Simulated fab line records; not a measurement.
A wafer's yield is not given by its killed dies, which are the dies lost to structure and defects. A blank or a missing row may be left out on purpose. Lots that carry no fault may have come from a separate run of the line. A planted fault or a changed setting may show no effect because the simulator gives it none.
Struck lot and sound lot, side by side    flow rit cmos    15 steps out of a route of 202
Sound: these wafers, L776.4, L776.5, L776.6. The struck wafers were L782.3, L782.5, L782.6. At the end, the cause is stated.
Order at every step that has rows: each side's tool, ch and its chambers, its first start. Under that, the readings that differ: sound wafers    struck wafers    difference of the means    sigmas: that difference in standard deviations of wafers without a fault.
alike: same words and numbers on both sides, and readings whose means sit less than 2 such deviations apart. not compared: any withheld reading, any reading some wafer has no value for, any bound like >300 that may hide the same value, and any number with overlapping values for which the record gives no deviation.
The two part at a step that has a row with sigmas, a row that says differs or no value, or rows on one side only. Non-overlapping numbers with no deviation appear without sigmas and do not part them. A reading missing from all wafers of one side parts the sides only when that side holds two or more wafers.

first, 3 steps without rows for these wafers: RIT_SDANNEAL_CLEAN_00 (cleans in SC1, time 579.2 s); RIT_SDANNEAL_CLEAN_01 (cleans in dHF, time 30 s); RIT_SDANNEAL_CLEAN_02 (cleans in SC2, time 600 s).
RIT_SDANNEAL_RTA_03: time 4.891 s.
  sound on rtp anneal-02 ch 0, day 5 03:05; struck on rtp anneal-01 ch 0, day 6 17:48
  alike: wafer_temp_C_max
RIT_SDANNEAL_RS_MEAS_04: the measuring method here is four-point-probe.
  struck on film metro-03, day 6 17:53; sound on film metro-03, day 5 03:10
  alike: PSD_RS
RIT_SDANNEAL_RS_MEAS_05: the measuring method here is four-point-probe.
  struck on film metro-03, day 6 18:00; sound on film metro-03, day 5 03:17
reading          sound              struck             difference  sigmas
NSD_RS (ohm/sq)  84.07 84.25 84.44  85.00 84.82 84.71  +0.59       +2
RIT_SDANNEAL_RS_MEAS_06: the measuring method here is four-point-probe.
  struck on film metro-03, day 6 18:07; sound on film metro-03, day 5 03:25
  alike: PLDD_RS
RIT_SDANNEAL_RS_MEAS_07: the measuring method here is four-point-probe.
  struck on film metro-03, day 6 18:14; sound on film metro-03, day 5 03:32
  alike: NLDD_RS
then, 1 step without rows for these wafers: RIT_SILICIDE_WET_ETCH_00 (etches SiO2 in BOE, target depth 14 nm, time 15 s).
RIT_SILICIDE_SPUTTER_01: material Ti, target thk 30 nm, time 240 s.
  struck on pvd sputter-04, day 6 18:20; sound on pvd sputter-04, day 5 03:36
  alike: throttle valve pct
RIT_SILICIDE_RS_MEAS_02: the measuring method here is four-point-probe.
  struck on film metro-02, day 6 18:31; sound on film metro-02, day 5 03:49
  alike: SILICIDE_TI_RS
RIT_SILICIDE_THK_MEAS_03: measures by xrf.
  struck on film metro-02, day 6 18:37; sound on film metro-02, day 5 03:54
  alike: SILICIDE_TI_THK
RIT_SILICIDE_RTA_04: time 10 s, ramp up 5 s, ramp down 5 s.
  sound on rtp anneal-01 ch 0, day 5 03:58; struck on rtp anneal-02 ch 0, day 6 18:41
reading           sound              struck             difference  sigmas
wafer_temp_C_max  654.1 652.4 653.7  722.4 722.3 722.3  +68.9       +90
then, 1 step without rows for these wafers: RIT_SILICIDE_WET_ETCH_05 (etches Ti in SPM, time 120 s).
RIT_M1_PROBE_99:
  struck on prober-01, day 7 03:17; sound on prober-01, day 5 10:46
reading                                  sound                 struck                difference  sigmas
model.etest.npoly line.line ohm um       169.7 168 168.1       148.6 157.7 149.9     -16.5       
model.etest.ppoly line.line ohm um       163 159.7 162.5       146.1 151.9 141.9     -15.1       
model.etest.contact pplus.end ohm um     45.74 47.22 45.21     54.6 53.33 52.89      +7.6        
model.etest.contact nplus.end ohm um     39.37 41.89 41.05     50.15 49.73 49.13     +8.90       
model.etest.npoly line.rs ohm sq         17.03 16.88 17        15.19 15.14 15.13     -1.82       
model.etest.pmos_0p15.gate log10 a cm2   -5.824 -5.639 -5.731  -5.051 -5.015 -5.082  +0.682      
model.etest.ppoly line.rs ohm sq         16.62 16.3 16.54      14.83 14.81 14.86     -1.65       
model.etest.antenna m1.gate log10 a cm2  -5.467 -5.513 -5.369  -4.963 -4.957 -5.026  +0.468      
  alike: killed at contacts, killed at front end, killed dies, killed open, killed short

== WHERE THEY PART ==
Last at RIT_SILICIDE_RTA_04 as far as this record goes, first at RIT_SDANNEAL_RS_MEAS_05. Later steps at which nothing parts them and some readings are alike: RIT_M1_PROBE_99.

WHY: what the simulator had put in
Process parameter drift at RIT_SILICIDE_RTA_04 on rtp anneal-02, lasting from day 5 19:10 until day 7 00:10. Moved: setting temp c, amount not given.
